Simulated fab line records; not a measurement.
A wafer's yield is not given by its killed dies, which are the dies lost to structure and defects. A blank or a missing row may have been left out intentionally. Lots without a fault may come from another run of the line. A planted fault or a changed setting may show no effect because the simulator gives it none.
fab line records | flow berkeleyCmos170
[record] lots = 13 | wafers = 39 | lastDay = 12
route steps=331 shown V2@292
lots with no fault: from the same line, run without faults
startH: hours from the record's opening day to when the first of the lot's shown wafers began | waitH: hours from the lot's prior step to this one | " unchanged from the row above | L1.1+2: a single row standing in for several wafers | - either no value or no given start | * or withheld: withheld | < > ~ a bound
route shown NAME@n: NAME is a module with steps in the file, n the number in the route of the first one | usual: the fault-free wafers' mean and standard deviation | same: alike in all rows | chamber/n: place in a boat | sites: readings site by site | _std_site: standard deviation of those values | _edge_site: the outer-site mean with the inner-site mean subtracted | radiusMm: how far each site lies from the wafer's centre | mask NAME#n: copy n | behind: the most recent tool/chamber to have shaped the wafer | hold: the reason the lot was held/the length of the hold in hours/how it ended | device: names the non-switching transistor (n, p or np) | end of line: tests of these same wafers at the route's end | a step given without rows: its recipe and nothing more | killed: at the first sort, the dies lost to defects and structure; wafer yield is something else | map: the dies of a wafer, with x for killed, . for not killed, _ for no die there
set.NAME: the setting as run; set.NAME@STEP: as run at that earlier step | model.NAME: the simulator's own value behind a step, which no gauge read
the route's steps for a sample of lots (tables are steps, rows are wafers)
services: when a tool's chamber went out of use (startH, in hours from the record's first day, below 0 if earlier), for how many hours, and the reason
[[steps]]
[step UCB170_V2_CVD_00]
[recipe] material = SiO2 | targetThkNm = 2000 | tempC = 390 | precursor = TEOS/O2 | timeS = 250 | rfW = 550 | pressureMtorr = 9000
[usual] heaterPowerW = 272/49 | pressureMtorr = 9000/17 | rfFwdPowerW = 548.6/1.8
lot.wafer | tool     | chamber | startH | waitH | heaterPowerW | pressureMtorr | rfFwdPowerW
L354.2    | pecvd-01 | 1       | 165.38 | 0.1   | 293          | 9003          | 548.7
L354.3    | "        | 2       | "      | "     | 252          | 8993          | 548.9
L354.4    | "        | 1       | "      | "     | 224          | 9004          | 546.7
L353.2    | pecvd-04 | 2       | 165.56 | 0.1   | 308          | 8998          | 551.2
L353.4    | "        | 0       | "      | "     | 323          | 8966          | 548.9
L353.6    | "        | 2       | "      | "     | 250          | 9020          | 550.8
L352.1    | pecvd-03 | 2       | 165.67 | 0.1   | 301          | 9024          | 551.4
L352.2    | "        | 1       | "      | "     | 217          | 9021          | 545.9
L352.3    | "        | 0       | "      | "     | 259          | 8992          | 551.0
L357.1    | pecvd-03 | 2       | 199.62 | 0.1   | 288          | 9006          | 546.8
L357.2    | "        | 0       | "      | "     | 336          | 8990          | 328.0
L357.6    | "        | 0       | "      | "     | 407          | 8974          | 328.7
L364.4    | pecvd-01 | 1       | 211.78 | 0.1   | 227          | 9021          | 549.2
L364.5    | "        | 0       | "      | "     | 211          | 9010          | 550.4
L364.6    | "        | 2       | "      | "     | 222          | 8999          | 548.9
L367.2    | pecvd-04 | 2       | 230.87 | 0.1   | 252          | 8998          | 550.2
L367.5    | "        | 2       | "      | "     | 252          | 9005          | 548.5
L367.6    | "        | 0       | "      | "     | 314          | 9001          | 548.5
L365.2    | pecvd-01 | 0       | 231.78 | 0.1   | 294          | 9034          | 550.8
L365.3    | "        | 1       | "      | "     | 313          | 9005          | 550.6
L365.5    | "        | 2       | "      | "     | 220          | 8992          | 549.0
L368.1    | pecvd-01 | 2       | 241.68 | 0.1   | 224          | 8979          | 549.1
L368.3    | "        | 1       | "      | "     | 302          | 8977          | 545.0
L368.4    | "        | 1       | "      | "     | 227          | 9011          | 547.5
L373.1    | pecvd-04 | 0       | 253.77 | 0.1   | 246          | 9005          | 547.8
L373.2    | "        | 2       | "      | "     | 257          | 8995          | 551.9
L373.5    | "        | 2       | "      | "     | 328          | 9013          | 554.0
L370.2    | pecvd-04 | 1       | 255.96 | 0.1   | 339          | 8999          | 548.2
L370.4    | "        | 1       | "      | "     | 242          | 8988          | 550.7
L370.6    | "        | 2       | "      | "     | 251          | 8997          | 548.9
L372.1    | pecvd-04 | 2       | 256.29 | 0.1   | 279          | 8985          | 549.0
L372.5    | "        | 2       | "      | "     | 351          | 9007          | 546.3
L372.6    | "        | 1       | "      | "     | 242          | 9008          | 546.4
L374.1    | pecvd-04 | 1       | 268.73 | 0.1   | 297          | 9002          | 547.1
L374.2    | "        | 2       | "      | "     | 308          | 9007          | 550.6
L374.5    | "        | 0       | "      | "     | 234          | 8997          | 550.1
L375.1    | pecvd-01 | 2       | 282.86 | 0.1   | 333          | 8997          | 548.2
L375.2    | "        | 0       | "      | "     | 267          | 8990          | 548.9
L375.4    | "        | 0       | "      | "     | 217          | 8999          | 549.0
[step UCB170_V2_THK_MEAS_01]
[recipe] reads = SiO2_of_V2_CVD_00
[usual] V2_TEOS_THK = 2000/26
lot.wafer | tool         | chamber | startH | waitH | V2_TEOS_THK[nm]
L354.2    | filmMetro-01 | -       | 165.54 | 0.1   | 1963
L354.3    | "            | -       | "      | "     | 2000
L354.4    | "            | -       | "      | "     | 2032
L353.2    | filmMetro-03 | -       | 165.73 | 0.1   | 1981
L353.4    | "            | -       | "      | "     | 2026
L353.6    | "            | -       | "      | "     | 2027
L352.1    | filmMetro-01 | -       | 165.83 | 0.1   | 1983
L352.2    | "            | -       | "      | "     | 1974
L352.3    | "            | -       | "      | "     | 1976
L357.1    | filmMetro-01 | -       | 199.78 | 0.1   | 1944
L357.2    | "            | -       | "      | "     | 1705
L357.6    | "            | -       | "      | "     | 1756
L364.4    | filmMetro-02 | -       | 211.89 | 0.0   | 2014
L364.5    | "            | -       | "      | "     | 2034
L364.6    | "            | -       | "      | "     | 2007
L367.2    | filmMetro-01 | -       | 231.11 | 0.2   | 1970
L367.5    | "            | -       | "      | "     | 2001
L367.6    | "            | -       | "      | "     | 2043
L365.2    | filmMetro-03 | -       | 231.95 | 0.1   | 1966
L365.3    | "            | -       | "      | "     | 1953
L365.5    | "            | -       | "      | "     | 2020
L368.1    | filmMetro-01 | -       | 241.83 | 0.1   | 1963
L368.3    | "            | -       | "      | "     | 1978
L368.4    | "            | -       | "      | "     | 2018
L373.1    | filmMetro-01 | -       | 253.93 | 0.1   | 1994
L373.2    | "            | -       | "      | "     | 1972
L373.5    | "            | -       | "      | "     | 2013
L370.2    | filmMetro-02 | -       | 256.12 | 0.1   | 1992
L370.4    | "            | -       | "      | "     | 2038
L370.6    | "            | -       | "      | "     | 2002
L372.1    | filmMetro-01 | -       | 256.45 | 0.1   | 1992
L372.5    | "            | -       | "      | "     | 2010
L372.6    | "            | -       | "      | "     | 2024
L374.1    | filmMetro-01 | -       | 268.89 | 0.1   | 1958
L374.2    | "            | -       | "      | "     | 1983
L374.5    | "            | -       | "      | "     | 2016
L375.1    | filmMetro-02 | -       | 283.02 | 0.1   | 2009
L375.2    | "            | -       | "      | "     | 2001
L375.4    | "            | -       | "      | "     | 2025
[[services]]
tool     | chamber | startH | hours | kind
pecvd-03 | -       | 149.44 | 1.1   | repair
pecvd-04 | 0       | 149.50 | -     | clean
pecvd-04 | 1       | 149.50 | -     | clean
pecvd-04 | 2       | 149.50 | -     | clean
pecvd-04 | -       | 183.26 | 2.8   | pm
pecvd-04 | 1       | 229.29 | 5.1   | repair
pecvd-01 | -       | 242.50 | 14.0  | pm
pecvd-01 | 0       | 242.50 | 14.0  | ventCycle
pecvd-01 | 1       | 242.50 | 14.0  | ventCycle
pecvd-01 | 2       | 242.50 | 14.0  | ventCycle
pecvd-03 | -       | 253.67 | 6.0   | pm
pecvd-01 | 0       | 256.50 | -     | clean
pecvd-01 | 1       | 256.50 | -     | clean
pecvd-01 | 2       | 256.50 | -     | clean
[[key]]
[firstSign] step = UCB170_V2_CVD_00 | reading = rfFwdPowerW | direction = down | sigmas = 99+ | usual = 548.6 | struck = 328.4
[effect] step = UCB170_V2_THK_MEAS_01 | reading = V2_TEOS_THK | direction = down | sigmas = 10 | usual = 2000 | struck = 1730
metAt UCB170_V2_CVD_00
struckLots L357
struckWafers L357.2,L357.6
onsetBetween 165.67 199.62
[fault] kind = processParameterDrift | tool = pecvd-03 | chamber = 0 | onsetH = 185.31 | steps = UCB170_V2_CVD_00 | channel = rfW | offset = -220 | shape = step | endH = 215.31 | actsIn = theseRecipesOnly | stated = 550
